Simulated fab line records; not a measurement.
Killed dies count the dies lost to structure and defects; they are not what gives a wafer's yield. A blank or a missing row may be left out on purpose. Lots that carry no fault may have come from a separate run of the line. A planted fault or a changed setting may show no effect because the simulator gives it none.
8D (eight disciplines) problem report, filled in by code ; flow berkeleyCmos170 ; the parts of the form that need people (team, actions taken, sign-off) are left out

## 1. WHAT WENT WRONG
Mean V1_OVL at UCB170_V1_OVL_MEAS_13: 164 nm over 9 wafers in 3 lots; fault-free wafers: -5 nm, standard deviation 5.1. Measured from the usual mean, that is +33 standard deviations.
First observed at day 11 08:45: wafer L298.2, on overlay-01. At this step, 45 wafers from 15 lots have a number in the record. Rule for "out" (also "out of limits"): further than 4 standard deviations from the usual mean. Any other wafer with a number is counted as sound.

## 2. WHAT IT IS AND WHAT IT IS NOT
question;is;is not
which readings at this step;V1_OVL;-
which lots;L297, L298, L301;L284, L287, L289, L290, L291, L292, L293, L294, L295, L299, L303, L307
which wafers of those lots;all that have a number;-
read on which gauges;overlay-01, overlay-02;-
when;from day 11 08:45;"up to then (30 sound wafers); but 6 sound wafers of L303, L307 came after"

## 3. SUSPECTS, AND WHAT RULES EACH OUT
Counting: a tool at any process step up to the reading remains a suspect when it ran all the lots that are out and ran no sound lot after the first of those.
- the gauge at UCB170_V1_OVL_MEAS_13: ruled out. Those wafers that are out were read across 2 gauges (overlay-01, overlay-02).
- krfScanner-02 at UCB170_V1_EXPOSE_09 (exposes mask VIA1, target cd 700 nm): kept. It processed each lot that is out, first L298 at day 11 08:15, and no sound lot thereafter; up to then, the last sound lot it processed was L294 at day 10 23:15.
Remaining after the count: krfScanner-02 at UCB170_V1_EXPOSE_09.

## 4. THE CAUSE (what the simulator had put in)
Scanner matching overlay: krfScanner-02, from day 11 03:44 on, at UCB170_V1_EXPOSE_09. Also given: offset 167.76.
Only this tool survived the counting.

## 5. SEQUENCE OF EFFECTS, ordered by route
One row per reading whose mean, taken over the struck wafers that have a number, lies over 3 standard deviations from the usual. Only readings whose record carries a usual standard deviation are examined. hours: median over the lots of the time between each lot's start at the first step of this table that gives one and its start at this step. sigmas: the change, counted in usual standard deviations.
hours;step;reading;usual;on struck wafers;change;sigmas
0;UCB170_V1_OVL_MEAS_13;V1_OVL;-5 nm;164;+169;+33
At these later measuring or inspecting steps, every struck wafer for which the step has a row has a number for every such reading, and none has moved that far: UCB170_V2_THK_MEAS_01.

## 6. WHAT WOULD HAVE CAUGHT IT SOONER
Counted from the fault's start at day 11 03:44, it took 5 hours until the first out-of-limits reading at a measuring or inspecting step in this record, taken at day 11 08:45.
Lots out: 3; of these, L297, L301 started UCB170_V1_EXPOSE_09 on krfScanner-02 after day 11 08:45. A hold on the tool at that time would have spared those 2.
